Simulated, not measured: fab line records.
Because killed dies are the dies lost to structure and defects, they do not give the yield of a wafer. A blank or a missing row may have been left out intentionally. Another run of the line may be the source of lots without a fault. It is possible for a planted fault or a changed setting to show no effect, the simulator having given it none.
fab line records | flow rit-cmos
record: lots: 13 wafers: 39 last-day: 7
route steps=202 shown GATE@95 M1@202
lots with no fault: from the same line, run without faults
start-h: the number of hours between the record's first day and the start of the first shown wafer of the lot | wait-h: hours from the lot's prior step to this one | " the same as in the row above | L1.1+2: a single row standing in for several wafers | - no value, or no start was given | * or withheld: withheld | < > ~ a bound
route shown NAME@n: names a module that has steps shown in the file, with the first one's number in the route | usual: mean and standard deviation over wafers with no fault | same: alike in all rows | chamber/n: place in a boat | sites: readings site by site | _std_site: their standard deviation | _edge_site: inner sites' mean taken away from outer sites' mean | radius-mm: for every site, how far away it sits from the centre of the wafer | mask NAME#n: copy n | behind: the most recent tool/chamber to have shaped the wafer | hold: what put the lot on hold/how long, in hours/how the hold closed | device: names the non-switching transistor (n, p or np) | end of line: tests of these same wafers at the route's end | a step without rows: its recipe alone | killed: the dies lost at the first sort to structure and to defects; this is not the yield of the wafer | map: shows each die of a wafer: x if killed, . if not, _ if none is there
set.NAME: the setting as run; set.NAME@STEP: as run at that earlier step | model.NAME: the simulator's own value behind a step, which no gauge read
steps of the route over a sample of lots; a table a step, a row a wafer
services: from which hour (start-h, from the record's first day; less than 0 if before it) a tool's chamber was out of use, for how many hours, and why
== steps ==
step: RIT_GATE_ETCH_19
recipe: chemistry: SF6/CHF3/O2 time-s: 165 SF6_flow_sccm: 30 CHF3_flow_sccm: 30 O2_flow_sccm: 5 target: poly-Si pressure-mtorr: 40 rf-w: 160 target-depth-a: 3125 over-etch-frac: 0.25 stop-on: SiO2
usual: drypump-motor-current-A: 5.6/0.38 oes-product-au: 0.851/0.016 run-length-s: 193.3/0.54 throttle-valve-pct: 10.13/0.12
columns lot.wafer tool chamber start-h wait-h drypump-motor-current-A oes-product-au rf-hours-counter-h run-length-s throttle-valve-pct
L259.2 rie-si-01 2 36.68 0.1 5.8 0.826 6 192.8 9.98
L259.3 " 1 " " 5.3 0.866 115 193.3 10.26
L259.5 " 1 " " 5.3 0.870 - 193.7 10.28
L261.1 rie-si-01 3 47.65 0.1 5.7 0.863 1 194.2 10.33
L261.3 " 0 " " 5.4 0.875 131 192.9 10.11
L261.5 " 3 " " 5.7 0.861 - 194.4 10.33
L262.2 rie-si-02 3 53.29 0.1 5.4 0.836 69 193.2 10.26
L262.3 " 2 " " 5.3 0.827 141 193.4 9.96
L262.5 " 1 " " 5.6 0.861 - 192.5 10.15
L263.1 rie-si-01 2 57.88 0.1 5.8 0.816 6 193.0 9.99
L263.4 " 1 " " 5.3 0.859 115 193.3 10.27
L263.6 " 2 " " 5.8 0.809 - 193.4 10.01
L264.2 rie-si-02 2 61.33 0.1 5.3 0.870 141 194.0 9.96
L264.3 " 0 " " 6.5 0.851 105 193.7 10.05
L264.4 " 3 " " 5.4 0.864 69 193.3 10.24
L265.2 rie-si-01 1 66.04 0.1 5.3 0.872 116 193.8 10.27
L265.3 " 2 " " 5.8 0.823 6 193.1 9.98
L265.4 " 3 " " 5.7 0.860 2 193.8 10.33
L266.1 rie-si-02 0 72.40 0.1 6.5 0.836 106 193.5 10.04
L266.3 " 1 " " 5.6 0.864 26 192.4 10.17
L266.6 " 2 " " 5.3 0.843 - 193.5 9.95
L269.1 rie-si-01 1 86.74 0.1 5.3 0.857 116 193.5 10.26
L269.2 " 2 " " 5.8 0.765 6 210.5 9.98
L269.3 " 0 " " 5.4 0.865 131 192.5 10.13
L270.4 rie-si-02 1 91.73 0.1 5.6 0.871 - 192.5 10.17
L270.5 " 0 " " 6.5 0.835 - 193.6 10.05
L270.6 " 2 " " 5.3 0.852 - 194.1 9.97
L276.1 rie-si-02 2 123.21 0.1 5.3 0.857 142 194.1 9.96
L276.3 " 1 " " 5.6 0.876 26 192.3 10.16
L276.6 " 2 " " 5.3 0.858 - 193.6 9.95
L278.3 rie-si-02 2 133.16 0.1 5.3 0.845 142 193.5 9.95
L278.5 " 0 " " 6.5 0.821 - 193.6 10.06
L278.6 " 3 " " 5.5 0.853 - 193.2 10.24
L280.3 rie-si-02 1 141.82 0.1 5.6 0.864 26 192.3 10.16
L280.4 " 0 " " 6.5 0.848 106 193.1 10.07
L280.5 " 1 " " 5.6 0.863 - 192.6 10.16
L282.1 rie-si-02 1 152.93 0.1 5.6 0.868 26 192.4 10.16
L282.2 " 3 " " 5.5 0.849 69 193.5 10.25
L282.6 " 3 " " 5.5 0.844 - 193.5 10.24
step: RIT_M1_PROBE_99
usual: killed_at_M0_to_M3: 0.0/0.16 killed-at-contacts: 0.1/0.3 killed-at-front-end: 7.1/3 killed-dies: 7.3/3 killed-open: 3.6/2 killed-short: 3.5/1.9
same: gross-dies: 264 killed_at_M4_up: 0 killed-at-back-side: 0 killed-at-other: 0
columns lot.wafer tool chamber start-h wait-h killed_at_M0_to_M3 killed-at-contacts killed-at-front-end killed-dies killed-open killed-short
L265.2 prober-01 - 86.07 0.1 0 0 7 7 2 5
L265.3 prober-01 - 86.12 0.2 0 0 7 7 4 3
L265.4 prober-01 - 86.17 0.2 0 0 3 3 1 2
L270.4 prober-02 - 112.69 0.2 0 0 6 6 4 2
L270.5 prober-02 - 112.74 0.2 0 0 6 6 4 2
L270.6 prober-02 - 112.79 0.2 0 0 10 10 3 7
killed by level:class
L265.2 GATE:geometric-particle:short=4 GATE:geometric-particle:open=2 FOX1:geometric-particle:short=1
L265.3 GATE:geometric-particle:short=2 REOX:geometric-particle:open=2 FOX1:geometric-particle:open=1 REOX:geometric-particle:short=1 SILICIDE:geometric-particle:open=1
L265.4 GATE:geometric-particle:short=2 GATE:geometric-particle:open=1
L270.4 GATE:geometric-particle:open=2 REOX:geometric-particle:short=2 SPACER:geometric-particle:open=2
L270.5 GATE:geometric-particle:open=4 GATE:geometric-particle:short=1 SILICIDE:geometric-particle:short=1
L270.6 GATE:geometric-particle:short=6 GATE:geometric-particle:open=3 SPACER:geometric-particle:short=1
== services ==
columns tool chamber start-h hours kind
rie-si-01 2 12.72 6.2 repair
rie-si-02 3 89.89 4.7 repair
rie-si-01 1 107.84 37.5 repair
rie-si-02 0 149.87 2.1 repair
rie-si-02 2 151.96 - clean
== key ==
first-sign: step: RIT_GATE_ETCH_19 reading: run-length-s direction: up sigmas: 32 usual: * struck: *
effect: step: RIT_GATE_ETCH_19 reading: oes-product-au direction: down sigmas: 5.5 usual: 0.851 struck: 0.765
met-at RIT_GATE_ETCH_19
struck-lots L269
struck-wafers L269.2
tester-left-out L269
onset-between 66.04 86.74
fault: kind: process-parameter-drift tool: rie-si-01 chamber: 2 onset-h: 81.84 steps: RIT_GATE_ETCH_19 channel: time-s offset: * shape: step end-h: 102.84 stated: *
tester-left-out: of these lots the tester's yield and bins aren't shown, on N5 and GAA mostly nor the transistor test; their killed dies are dies lost to structure and defects alone, not to doping, threshold or leakage, so they don't give the yield
